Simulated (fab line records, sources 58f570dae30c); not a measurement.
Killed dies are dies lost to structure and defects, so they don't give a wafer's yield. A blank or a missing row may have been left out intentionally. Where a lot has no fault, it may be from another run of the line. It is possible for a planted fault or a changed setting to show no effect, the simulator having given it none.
Check for tools in common || flow berkeley-cmos170 || Lots sampled 14, wafers sampled 42

THE REASON FOR OPENING IT
At UCB170_SDANNEAL_RS_MEAS_04 the reading PLDD_RS is flagged on 2 of 14 lots. Fault-free wafers read 1032.3 ohm/sq, with a standard deviation of 3.
Rule: a lot is flagged when every wafer of it that has a number lies more than 4 standard deviations from that mean, or none has a number. All remaining lots are regarded as sound.

{"lot": "L627", "measured": "day 6 15:19", "on": "film-metro-04", "PLDD_RS (ohm/sq), wafer by wafer": "1032.2 1027.2 1029.9", "flag": ""}
{"lot": "L628", "measured": "day 6 18:44", "on": "film-metro-04", "PLDD_RS (ohm/sq), wafer by wafer": "1035.3 1034.9 1037.0", "flag": ""}
{"lot": "L629", "measured": "day 6 19:15", "on": "film-metro-03", "PLDD_RS (ohm/sq), wafer by wafer": "1026.5 1028.5 1028.6", "flag": ""}
{"lot": "L631", "measured": "day 7 15:52", "on": "film-metro-03", "PLDD_RS (ohm/sq), wafer by wafer": "1032.8 1029.0 1031.2", "flag": ""}
{"lot": "L630", "measured": "day 7 16:28", "on": "film-metro-03", "PLDD_RS (ohm/sq), wafer by wafer": "1033.0 1032.9 1032.8", "flag": ""}
{"lot": "L633", "measured": "day 8 02:23", "on": "film-metro-04", "PLDD_RS (ohm/sq), wafer by wafer": "1026.7 1030.2 1028.1", "flag": ""}
{"lot": "L634", "measured": "day 8 02:34", "on": "film-metro-03", "PLDD_RS (ohm/sq), wafer by wafer": "1030.3 1034.0 1030.6", "flag": ""}
{"lot": "L635", "measured": "day 8 11:20", "on": "film-metro-04", "PLDD_RS (ohm/sq), wafer by wafer": "1035.4 1034.0 1036.0", "flag": ""}
{"lot": "L636", "measured": "day 8 18:54", "on": "film-metro-04", "PLDD_RS (ohm/sq), wafer by wafer": "950.5 949.2 950.4", "flag": "FLAGGED"}
{"lot": "L637", "measured": "day 8 19:09", "on": "film-metro-01", "PLDD_RS (ohm/sq), wafer by wafer": "949.2 950.6 948.9", "flag": "FLAGGED"}
{"lot": "L640", "measured": "day 9 09:38", "on": "film-metro-01", "PLDD_RS (ohm/sq), wafer by wafer": "1027.9 1028.6 1028.5", "flag": ""}
{"lot": "L638", "measured": "day 9 09:59", "on": "film-metro-03", "PLDD_RS (ohm/sq), wafer by wafer": "1034.1 1033.5 1032.0", "flag": ""}
{"lot": "L644", "measured": "day 10 12:16", "on": "film-metro-04", "PLDD_RS (ohm/sq), wafer by wafer": "1038.5 1036.8 1037.5", "flag": ""}
{"lot": "L647", "measured": "day 10 13:10", "on": "film-metro-01", "PLDD_RS (ohm/sq), wafer by wafer": "1032.5 1031.2 1032.5", "flag": ""}
On average the flagged lots' numbers are 949.8 ohm/sq, which is -82.5 ohm/sq against the usual, or -28 standard deviations.

TOOL THAT RAN EACH LOT
The record holds 1 process step before the reading, out of a route of 331 steps. Every cell lists first the tool, next ch and the chambers used by the sampled wafers, and last the start.
{"lot": "L627", "flag": "", "UCB170_SPACER_ANNEAL_02": "furnace-03 ch 0, day 6 09:25"}
{"lot": "L628", "flag": "", "UCB170_SPACER_ANNEAL_02": "furnace-01 ch 0, day 6 13:04"}
{"lot": "L629", "flag": "", "UCB170_SPACER_ANNEAL_02": "furnace-01 ch 0, day 6 13:04"}
{"lot": "L631", "flag": "", "UCB170_SPACER_ANNEAL_02": "furnace-01 ch 0, day 7 09:08"}
{"lot": "L630", "flag": "", "UCB170_SPACER_ANNEAL_02": "furnace-01 ch 0, day 7 09:08"}
{"lot": "L633", "flag": "", "UCB170_SPACER_ANNEAL_02": "furnace-03 ch 0, day 7 19:13"}
{"lot": "L634", "flag": "", "UCB170_SPACER_ANNEAL_02": "furnace-03 ch 0, day 7 19:13"}
{"lot": "L635", "flag": "", "UCB170_SPACER_ANNEAL_02": "furnace-01 ch 0, day 8 04:58"}
{"lot": "L636", "flag": "FLAGGED", "UCB170_SPACER_ANNEAL_02": "furnace-01 ch 0, day 8 12:43"}
{"lot": "L637", "flag": "FLAGGED", "UCB170_SPACER_ANNEAL_02": "furnace-01 ch 0, day 8 12:43"}
{"lot": "L640", "flag": "", "UCB170_SPACER_ANNEAL_02": "furnace-03 ch 0, day 9 01:11"}
{"lot": "L638", "flag": "", "UCB170_SPACER_ANNEAL_02": "furnace-03 ch 0, day 9 01:11"}
{"lot": "L644", "flag": "", "UCB170_SPACER_ANNEAL_02": "furnace-02 ch 0, day 10 00:25"}
{"lot": "L647", "flag": "", "UCB170_SPACER_ANNEAL_02": "furnace-02 ch 0, day 10 03:25"}
What the steps here do:
- UCB170_SPACER_ANNEAL_02: time 1800 s.
- UCB170_SDANNEAL_RS_MEAS_04: measures by four-point-probe.

FLAGGED OVER TOTAL, TOOL BY TOOL (the gauges that took the reading come last)
{"step": "UCB170_SPACER_ANNEAL_02", "tool": "furnace-01", "lots run": 7, "flagged": 2, "share of the flagged lots": "all", "sound lots run after its first flagged lot": 0}
{"step": "UCB170_SPACER_ANNEAL_02", "tool": "furnace-02", "lots run": 2, "flagged": 0, "share of the flagged lots": "none", "sound lots run after its first flagged lot": "-"}
{"step": "UCB170_SPACER_ANNEAL_02", "tool": "furnace-03", "lots run": 5, "flagged": 0, "share of the flagged lots": "none", "sound lots run after its first flagged lot": "-"}
{"step": "UCB170_SDANNEAL_RS_MEAS_04", "tool": "film-metro-01", "lots run": 3, "flagged": 1, "share of the flagged lots": "some", "sound lots run after its first flagged lot": "2 (L640,L647)"}
{"step": "UCB170_SDANNEAL_RS_MEAS_04", "tool": "film-metro-03", "lots run": 5, "flagged": 0, "share of the flagged lots": "none", "sound lots run after its first flagged lot": "-"}
{"step": "UCB170_SDANNEAL_RS_MEAS_04", "tool": "film-metro-04", "lots run": 6, "flagged": 1, "share of the flagged lots": "some", "sound lots run after its first flagged lot": "1 (L644)"}

WHAT THE TABLE ALLOWS
In the table, 1 row covers all flagged lots: furnace-01 at UCB170_SPACER_ANNEAL_02.
- furnace-01 at UCB170_SPACER_ANNEAL_02: 2 of its 7 lots flagged. It ran its last sound lot, L635, at day 8 04:58 and its first flagged lot, L636, at day 8 12:43: a fault with its onset between the two fits.
One tool is left: furnace-01 at UCB170_SPACER_ANNEAL_02.

WHAT THE SIMULATOR PUT IN
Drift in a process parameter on furnace-01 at UCB170_SPACER_ANNEAL_02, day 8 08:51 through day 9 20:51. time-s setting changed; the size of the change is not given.
Struck lots among those shown: L636, L637. Same finding as the rule above.
